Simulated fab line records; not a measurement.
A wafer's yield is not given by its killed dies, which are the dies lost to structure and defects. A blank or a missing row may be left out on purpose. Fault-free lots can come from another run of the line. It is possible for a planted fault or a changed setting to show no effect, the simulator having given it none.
A lot that was struck, set against a sound lot | flow berkeley cmos170 | 18 steps out of a route of 331
Sound: wafers L911.1, L911.3, L911.5. Struck: wafers L916.1, L916.4, L916.5. At the end, the cause is stated.
At each step with rows: each side's tool, then ch and its chambers, then its first start. Under that, the readings that differ: sound wafers | struck wafers | difference of the means | sigmas: that difference in standard deviations of wafers without a fault.
alike: a reading whose means differ by less than 2 such deviations, as well as words and numbers matching on both sides. not compared: withheld readings; readings where some wafer has no value; bounds like >300 that might hide an equal value; numbers whose values overlap and for which the record gives no deviation.
The two part at a step that has a row with sigmas, a row that says differs or no value, or rows on one side only. Numbers that have no deviation but don't overlap get no sigmas and don't part them. Lack of a reading on every wafer of one side parts them only where that side has two or more wafers.

UCB170_NSD_CD_MEAS_06: target cd 1200 nm.
  struck on cd sem-02, day 8 17:10; sound on cd sem-01, day 8 06:59
  alike: cd nm
UCB170_NSD_OVL_MEAS_07:
  struck on overlay-02, day 8 17:17; sound on overlay-02, day 8 07:07
  alike: NSD_OVL
then, 1 step without rows for these wafers: UCB170_NSD_IMPLANT_08.
UCB170_NSD_STRIP_09: strips in O2.
  sound on plasma asher-01 ch 0,1, day 8 07:18; struck on plasma asher-01 ch 0,1, day 8 17:28
  alike: drypump motor current A, oes product au, strip time to endpoint s
  not compared: rf hours counter h
UCB170_NSD_TW_MEAS_10:
  struck on film metro-01, day 8 17:34; sound on film metro-03, day 8 07:24
  alike: NSD_TW
then, 4 steps without rows for these wafers: UCB170_NSD_CLEAN_11 (cleans in SPM, time 600 s); UCB170_BACKSIDE_HMDS_00 (prime time 60 s); UCB170_BACKSIDE_COAT_01 (resist thk 900 nm); UCB170_BACKSIDE_SOFTBAKE_02 (time 60 s).
UCB170_BACKSIDE_STRIP_03: strips in O2.
  sound on plasma asher-03 ch 0,1, day 8 09:16; struck on plasma asher-02 ch 0,1, day 8 18:20
  reading                     | sound       | struck      | difference | sigmas
  drypump motor current A (A) | 6.8 6.8 6.4 | 5.5 5.5 5.7 | -1.1       | -2
  alike: oes product au, strip time to endpoint s
  not compared: rf hours counter h
then, 1 step without rows for these wafers: UCB170_BACKSIDE_CLEAN_04 (cleans in SPM, time 600 s).
UCB170_SDANNEAL_RTA_00: time 10 s.
  sound on rtp anneal-01 ch 0, day 8 09:34; struck on rtp anneal-01 ch 0, day 8 18:36
  alike: chamber o2 ppm, lamp power pct, wafer_temp_C_max
UCB170_SDANNEAL_RTA_01: time 5 s.
  sound on rtp anneal-01 ch 0, day 8 09:37; struck on rtp anneal-01 ch 0, day 8 18:40
  alike: chamber o2 ppm, lamp power pct, wafer_temp_C_max
UCB170_SDANNEAL_RS_MEAS_02: measurement is done with a four-point probe.
  struck on film metro-04, day 8 18:58; sound on film metro-01, day 8 09:41
  reading         | sound             | struck            | difference | sigmas
  PSD_RS (ohm/sq) | 75.49 75.33 75.19 | 69.87 70.02 70.02 | -5.37      | -21
UCB170_SDANNEAL_RS_MEAS_03: measurement is done with a four-point probe.
  struck on film metro-04, day 8 19:05; sound on film metro-01, day 8 09:48
  reading         | sound             | struck            | difference | sigmas
  NSD_RS (ohm/sq) | 37.18 37.27 37.35 | 35.98 36.05 36.12 | -1.22      | -15
UCB170_SDANNEAL_RS_MEAS_04: measurement is done with a four-point probe.
  struck on film metro-04, day 8 19:12; sound on film metro-01, day 8 09:55
  reading          | sound                | struck               | difference | sigmas
  PLDD_RS (ohm/sq) | 1032.3 1032.2 1033.1 | 1022.7 1021.7 1024.4 | -9.6       | -4
UCB170_SDANNEAL_RS_MEAS_05: measurement is done with a four-point probe.
  struck on film metro-04, day 8 19:19; sound on film metro-01, day 8 10:02
  alike: NLDD_RS
UCB170_M3_PROBE_99:
  struck on prober-01, day 10 00:32; sound on prober-02, day 9 06:43
  reading                              | sound            | struck           | difference | sigmas
  model.etest.contact ppoly.end ohm um | 247.4 233 231.7  | 215 213.9 224    | -20        |
  model.etest.vpnp.gain                | 11.3 11.24 11.13 | 11.6 11.64 11.62 | +0.4       |

## WHERE THEY PART
At UCB170_BACKSIDE_STRIP_03 first; at UCB170_SDANNEAL_RS_MEAS_04 last (within this record only). Later steps at which nothing parts them and some readings are alike: UCB170_SDANNEAL_RS_MEAS_05.

WHY: what the simulator had put in
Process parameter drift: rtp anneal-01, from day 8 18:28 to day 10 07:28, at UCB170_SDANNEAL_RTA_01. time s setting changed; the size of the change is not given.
